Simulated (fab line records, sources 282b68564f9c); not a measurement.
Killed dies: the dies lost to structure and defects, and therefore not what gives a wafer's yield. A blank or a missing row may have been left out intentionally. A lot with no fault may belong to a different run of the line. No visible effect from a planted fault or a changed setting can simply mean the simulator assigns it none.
Struck lot and sound lot, side by side + flow rit_cmos + 33 steps out of a route of 202
Sound: the wafers L388.2, L388.3, L388.4. Wafers L385.4, L385.5, L385.6 were the ones struck. Last of all comes the cause.
Per side, at each step with rows, come the tool, then ch with its chambers, and then its first start. Under that, the readings that differ: sound wafers + struck wafers + difference of the means + sigmas: that difference in standard deviations of wafers without a fault.
alike: readings with means less than 2 such deviations apart, plus words and numbers identical on both sides. not compared: withheld readings, readings lacking a value on some wafer, bounds such as >300 that could conceal the same value, and numbers that have no deviation in the record and whose values overlap.
A row with sigmas, a row that says differs or no value, or rows on one side alone: a step with any of these is where the two part. When numbers do not overlap yet have no deviation, they are printed without sigmas and do not part them. A reading that every wafer of one side lacks parts them only if that side has two wafers or more.

RIT_NRETRO_TW_MEAS_10:
  struck on film_metro-01, day 4 19:26; sound on film_metro-01, day 5 10:14
  alike: NRETRO_TW
then, 6 steps without rows for these wafers: RIT_PRETRO_HMDS_00 (prime time 60 s); RIT_PRETRO_COAT_01 (resist thk 1300 nm); RIT_PRETRO_SOFTBAKE_02 (time 60 s); RIT_PRETRO_EXPOSE_03 (exposes mask M5, target cd 43700 nm); RIT_PRETRO_PEB_04; RIT_PRETRO_DEVELOP_05 (develop time 68 s).
RIT_PRETRO_OVL_MEAS_06:
  struck on overlay-01, day 4 20:22; sound on overlay-02, day 5 11:17
| reading         | sound          | struck      | difference | sigmas |
|-----------------|----------------|-------------|------------|--------|
| PRETRO_OVL (nm) | -0.3 -1.6 -1.4 | 1.2 1.7 2.4 | +2.9       | +2     |
then, 2 steps without rows for these wafers: RIT_PRETRO_HARDBAKE_07 (time 120 s); RIT_PRETRO_IMPLANT_08.
RIT_PRETRO_STRIP_09: strips in O2, time 180 s.
  sound on plasma_asher-02 ch 0,1, day 5 11:43; struck on plasma_asher-02 ch 0,1, day 4 20:50
  alike: drypump_motor_current_A
  not compared: rf_hours_counter_h
RIT_PRETRO_TW_MEAS_10:
  struck on film_metro-03, day 4 20:59; sound on film_metro-02, day 5 11:54
  alike: PRETRO_TW
RIT_GATE_WET_ETCH_00: etches SiO2 in BOE, target depth 56 nm, time 60 s.
  sound on wet_bench-02 ch 1, day 5 11:57; struck on wet_bench-01 ch 2, day 4 21:01
  no value came back on the struck wafers for bath_heat_duty_pct (%), run_length_s (s); on the sound wafers bath_heat_duty_pct (%) reads 1.8 2.0 1.3
| reading                                       | sound           | struck            | difference | sigmas |
|-----------------------------------------------|-----------------|-------------------|------------|--------|
| model.SiO2_of_FOX2_OXIDATION_00.thk_nm (nm)   | 263.5 263.1 263 | 334.1 336.4 333.7 | +71.5      |        |
| model.SiO2_of_ACTIVE_OXIDATION_01.thk_nm (nm) | 0 0 0           | 41.31 41.31 41.68 | +41.43     |        |
then, 4 steps without rows for these wafers: RIT_GATE_CLEAN_01 (cleans in SC1, time 600 s); RIT_GATE_CLEAN_02 (cleans in dHF, time 30 s); RIT_GATE_CLEAN_03 (cleans in SC2, time 600 s); RIT_GATE_CLEAN_04 (cleans in dHF, time 60 s).
RIT_FOX2_THK_MEAS_91:
  struck on film_metro-02, day 4 21:28; sound on film_metro-01, day 5 12:23
| reading                     | sound       | struck      | difference | sigmas |
|-----------------------------|-------------|-------------|------------|--------|
| FIELD_OXIDE_LEFT_2_THK (nm) | 251 251 251 | 322 324 322 | +72        | +9     |
then, 9 steps without rows for these wafers: RIT_GATE_OXIDATION_05 (target thk 3 nm, ox time 270 s); RIT_GATE_ANNEAL_06 (time 600 s); RIT_GATE_CVD_08 (deposits poly-Si from SiH4, target thk 250 nm, time 2220 s); RIT_GATE_HMDS_10 (prime time 60 s); RIT_GATE_COAT_11 (resist thk 850 nm); RIT_GATE_SOFTBAKE_12 (time 60 s); RIT_GATE_EXPOSE_13 (exposes mask M6, target cd 150 nm); RIT_GATE_PEB_14; RIT_GATE_DEVELOP_15 (develop time 50 s).
RIT_GATE_CD_MEAS_16: the cd target is 150 nm.
  struck on cd_sem-01, day 5 04:49; sound on cd_sem-01, day 5 19:19
  alike: cd_nm
RIT_GATE_OVL_MEAS_17:
  struck on overlay-01, day 5 04:53; sound on overlay-01, day 5 19:25
  alike: GATE_OVL
then, 1 step without rows for these wafers: RIT_GATE_HARDBAKE_18 (time 60 s).
RIT_GATE_ETCH_19: etches poly-Si in SF6/CHF3/O2, stops on SiO2, time 165 s, target depth 312.5 nm.
  sound on rie_si-02 ch 0,2,3, day 5 19:36; struck on rie_si-02 ch 0,1,3, day 5 05:07
| reading                                     | sound             | struck            | difference                    | sigmas |
|---------------------------------------------|-------------------|-------------------|-------------------------------|--------|
| CHF3_flow_sccm (sccm)                       | 29.96 30.05 29.82 | 30.18 30.13 30.08 | +0.19                         | +2     |
| rf_hours_counter_h (h)                      | 74 141 91         | - - -             | no value on the struck wafers |        |
| model.SiO2_of_FOX2_OXIDATION_00.thk_nm (nm) | 240.2 239.9 240.3 | 310.7 313.8 310.6 | +71.6                         |        |
  alike: O2_flow_sccm, drypump_motor_current_A, oes_product_au, throttle_valve_pct
RIT_GATE_STRIP_20: strips in O2, time 180 s.
  sound on plasma_asher-03 ch 0,1, day 5 19:42; struck on plasma_asher-03 ch 0,1, day 5 05:13
  alike: drypump_motor_current_A
  not compared: rf_hours_counter_h
RIT_M1_PROBE_99:
  struck on prober-01, day 6 04:20; sound on prober-01, day 6 20:05
| reading             | sound   | struck      | difference | sigmas |
|---------------------|---------|-------------|------------|--------|
| killed_at_front_end | 5 15 10 | 264 264 264 | +254       | +82    |
| killed_dies         | 5 15 10 | 264 264 264 | +254       | +79    |
| killed_on_rim       | 1 1 3   | 70 70 70    | +68        | +49    |
  alike: killed_at_contacts, killed_open, killed_short

WHERE THEY PART
Earliest at RIT_PRETRO_OVL_MEAS_06; latest, in this record, at RIT_M1_PROBE_99.

WHY: what the simulator had put in
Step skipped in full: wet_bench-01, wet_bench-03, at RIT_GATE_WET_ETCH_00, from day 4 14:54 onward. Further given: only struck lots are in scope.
